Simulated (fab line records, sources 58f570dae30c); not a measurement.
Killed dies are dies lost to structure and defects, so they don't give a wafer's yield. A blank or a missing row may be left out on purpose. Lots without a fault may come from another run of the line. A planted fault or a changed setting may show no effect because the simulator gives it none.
Split-lot experiment | flow berkeley_cmos170 | 5 lots, 23 wafers read, on a route of 331 steps

THE SPLIT
At UCB170_M2_COAT_05 (resist thk 900 nm), the setting resist_thk_nm was moved away from the recipe's 900 nm on 8 of the 23 wafers read, by -3.1% to +5.2%. The other wafers ran this setting at the recipe's value.

The reading is taken at the split's own step.

THE READING
KrF_of_M2_COAT_05.thk_nm (the simulator's own value, which no gauge read), in nm, at UCB170_M2_COAT_05 (resist thk 900 nm). The file gives no usual value for it. The 15 wafers here that ran the recipe average 899.7 nm, standard deviation 2.8 nm.

wafer  | tool, chamber at the split | resist_thk_nm as run, nm | against the recipe | KrF_of_M2_COAT_05.thk_nm, nm | against lot-mates on the recipe
L074.1 | litho_track-03, 0          | 900                      | recipe             | 898.9                        | -
L074.3 | litho_track-03, 0          | 900                      | recipe             | 895.6                        | -
L074.4 | litho_track-03, 0          | 900                      | recipe             | 900.8                        | -
L074.5 | litho_track-03, 0          | 900                      | recipe             | 899.8                        | -
L074.6 | litho_track-03, 0          | 900                      | recipe             | 898.5                        | -
L080.1 | litho_track-01, 0          | 900                      | recipe             | 902.3                        | -
L080.2 | litho_track-01, 0          | 876.5                    | -2.6%              | 877.8                        | -24.1
L080.3 | litho_track-01, 0          | 900                      | recipe             | 901.5                        | -
L080.4 | litho_track-01, 0          | 876.5                    | -2.6%              | 877.1                        | -24.8
L080.5 | litho_track-01, 0          | 876.5                    | -2.6%              | 880.9                        | -21.0
L082.2 | litho_track-01, 0          | 900                      | recipe             | 896.9                        | -
L082.4 | litho_track-01, 0          | 900                      | recipe             | 893.7                        | -
L082.6 | litho_track-01, 0          | 900                      | recipe             | 898.1                        | -
L081.1 | litho_track-01, 0          | 872.1                    | -3.1%              | 868.9                        | -30.6
L081.2 | litho_track-01, 0          | 900                      | recipe             | 899.8                        | -
L081.4 | litho_track-01, 0          | 872.1                    | -3.1%              | 872.3                        | -27.2
L081.5 | litho_track-01, 0          | 872.1                    | -3.1%              | 871                          | -28.5
L081.6 | litho_track-01, 0          | 900                      | recipe             | 899.3                        | -
L083.1 | litho_track-03, 0          | 946.8                    | +5.2%              | 950.9                        | +47.4
L083.3 | litho_track-03, 0          | 900                      | recipe             | 904.4                        | -
L083.4 | litho_track-03, 0          | 900                      | recipe             | 903.3                        | -
L083.5 | litho_track-03, 0          | 946.8                    | +5.2%              | 952.9                        | +49.4
L083.6 | litho_track-03, 0          | 900                      | recipe             | 902.8                        | -

THE FIT
A straight line over all 23 wafers: KrF_of_M2_COAT_05.thk_nm changes by +9.51 nm for each +1% of resist_thk_nm; r = +0.99; the points scatter about the line by 2.9 nm.
The same after taking each lot's own level away (the mean of its wafers on the recipe; 23 wafers): +9.24 nm for each +1%; r = +1.00; scatter 1.5 nm.
On that fit, the largest move of resist_thk_nm shifts the reading by 48 nm.
The lots' own levels span 896.23 to 903.50 nm, that is 2.6 times the standard deviation above.
So the lot-to-lot level changes the slope little: the two slopes agree.
Check: with one of the wafers moved furthest among these (+5.2%) left out of the fit, the line predicts +48.5 nm for it against its lot-mates. It came out at +47.4 nm against them.

OTHER SPLITS ON THESE WAFERS
These wafers also went through other splits before the reading. Each is held against what the fit with the lots' levels taken away leaves over:
other split on the same wafers     | wafers away from the commonest value | r with KrF_of_M2_COAT_05.thk_nm (lot level and that fit taken away)
UCB170_SDANNEAL_RTA_01 time_s      | 8                                    | -0.21
UCB170_SILICIDE_SPUTTER_01 power_w | 9                                    | -0.30
UCB170_M1_SPUTTER_00 power_w       | 6                                    | -0.19
UCB170_M1_COAT_04 resist_thk_nm    | 10                                   | +0.34

THE WHOLE CHAIN: every reading that the file lists as answering this split, in the file's order
step               | what it does      | reading                                                                   | change (the file's fit)              | r (the file's)
UCB170_M2_COAT_05  | resist thk 900 nm | KrF_of_M2_COAT_05.thk_nm (the simulator's own value, which no gauge read) | +9.25 nm for each +1% of the setting | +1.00
UCB170_M2_STRIP_07 | strips in O2      | strip_time_to_endpoint_s                                                  | withheld for each +1% of the setting | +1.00

THE FILE'S OWN FIT
KrF_of_M2_COAT_05.thk_nm changes by +9.25 nm for each +1% of resist_thk_nm, r = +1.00.
